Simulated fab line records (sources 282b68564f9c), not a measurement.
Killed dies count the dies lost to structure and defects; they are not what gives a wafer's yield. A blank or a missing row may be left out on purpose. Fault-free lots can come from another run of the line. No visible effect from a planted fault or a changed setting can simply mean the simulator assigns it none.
Struck lot and sound lot, side by side	flow rit_cmos	20 steps out of a route of 202
Sound: these wafers, L587.3, L587.4, L587.6. Struck: wafers L607.3, L607.4, L607.6. The cause is named last.
For every step that has rows: the tool of each side, followed by ch and its chambers, followed by its first start. Under that, the readings that differ: sound wafers	struck wafers	difference of the means	sigmas: that difference in standard deviations of wafers without a fault.
alike: readings with means less than 2 such deviations apart, plus words and numbers identical on both sides. not compared: withheld readings, readings lacking a value on some wafer, bounds such as >300 that could conceal the same value, and numbers that have no deviation in the record and whose values overlap.
A row with sigmas, a row that says differs or no value, or rows on one side alone: a step with any of these is where the two part. Non-overlapping numbers with no deviation appear without sigmas and do not part them. A reading that every wafer of one side lacks parts them only if that side has two wafers or more.

first, 2 steps without rows for these wafers: RIT_NWELL_HARDBAKE_07 (time 120 s); RIT_NWELL_IMPLANT_08.
RIT_NWELL_STRIP_09: strips in O2, time 180 s.
  sound on plasma_asher-04 ch 0,1, day 2 02:32; struck on plasma_asher-01 ch 0,1, day 6 05:48
  alike: drypump_motor_current_A, o2_flow_sccm
  not compared: rf_hours_counter_h
RIT_NWELL_TW_MEAS_10:
  sound: film_metro-02 at day 2 02:40; struck: film_metro-01 at day 6 05:56
reading	sound	struck	difference	sigmas
NWELL_TW	2157 2161 2149	2106 2105 2117	-46	-2
then, 6 steps without rows for these wafers: RIT_PWELL_HMDS_00 (prime time 60 s); RIT_PWELL_COAT_01 (resist thk 1300 nm); RIT_PWELL_SOFTBAKE_02 (time 60 s); RIT_PWELL_EXPOSE_03 (exposes mask M3, target cd 43700 nm); RIT_PWELL_PEB_04; RIT_PWELL_DEVELOP_05 (develop time 68 s).
RIT_PWELL_OVL_MEAS_06:
  sound: overlay-01 at day 2 03:37; struck: overlay-02 at day 6 07:00
  alike: PWELL_OVL
then, 1 step without rows for these wafers: RIT_PWELL_HARDBAKE_07 (time 120 s).
RIT_PWELL_IMPLANT_08:
  sound on implanter-02 ch 0, day 2 03:56; struck on implanter-02 ch 0, day 6 07:19
reading	sound	struck	difference	sigmas
tilt_deg (degrees)	7.009 6.975 7.003	3.737 3.727 3.737	-3.262	-99 or more
RIT_PWELL_STRIP_09: strips in O2, time 180 s.
  sound on plasma_asher-04 ch 0,1, day 2 04:05; struck on plasma_asher-02 ch 0,1, day 6 07:29
  alike: drypump_motor_current_A, o2_flow_sccm
  not compared: rf_hours_counter_h
RIT_PWELL_TW_MEAS_10:
  sound: film_metro-01 at day 2 04:13; struck: film_metro-02 at day 6 07:37
reading	sound	struck	difference	sigmas
PWELL_TW	938 940 930	960 951 955	+19	+2
then, 1 step without rows for these wafers: RIT_WELLDRIVE_ANNEAL_00 (time 14700 s).
RIT_WELLDRIVE_RS_MEAS_01: measures by four-point-probe.
  sound: film_metro-02 at day 2 09:34; struck: film_metro-04 at day 6 13:13
  alike: NWELL_RS
RIT_WELLDRIVE_RS_MEAS_02: measures by four-point-probe.
  sound: film_metro-02 at day 2 09:41; struck: film_metro-04 at day 6 13:20
reading	sound	struck	difference	sigmas
PWELL_RS (ohm/sq)	430.6 431.7 431.3	426.1 426.3 427.6	-4.5	-4
then, 1 step without rows for these wafers: RIT_NRETRO_HMDS_00 (prime time 60 s).
RIT_M1_PROBE_99:
  only the struck wafers here have rows in the record (prober-02, day 7 18:56); the sound ones have none

## WHERE THEY PART
At RIT_NWELL_TW_MEAS_10 first; at RIT_M1_PROBE_99 last (within this record only).

WHY: what had been put in by the simulator
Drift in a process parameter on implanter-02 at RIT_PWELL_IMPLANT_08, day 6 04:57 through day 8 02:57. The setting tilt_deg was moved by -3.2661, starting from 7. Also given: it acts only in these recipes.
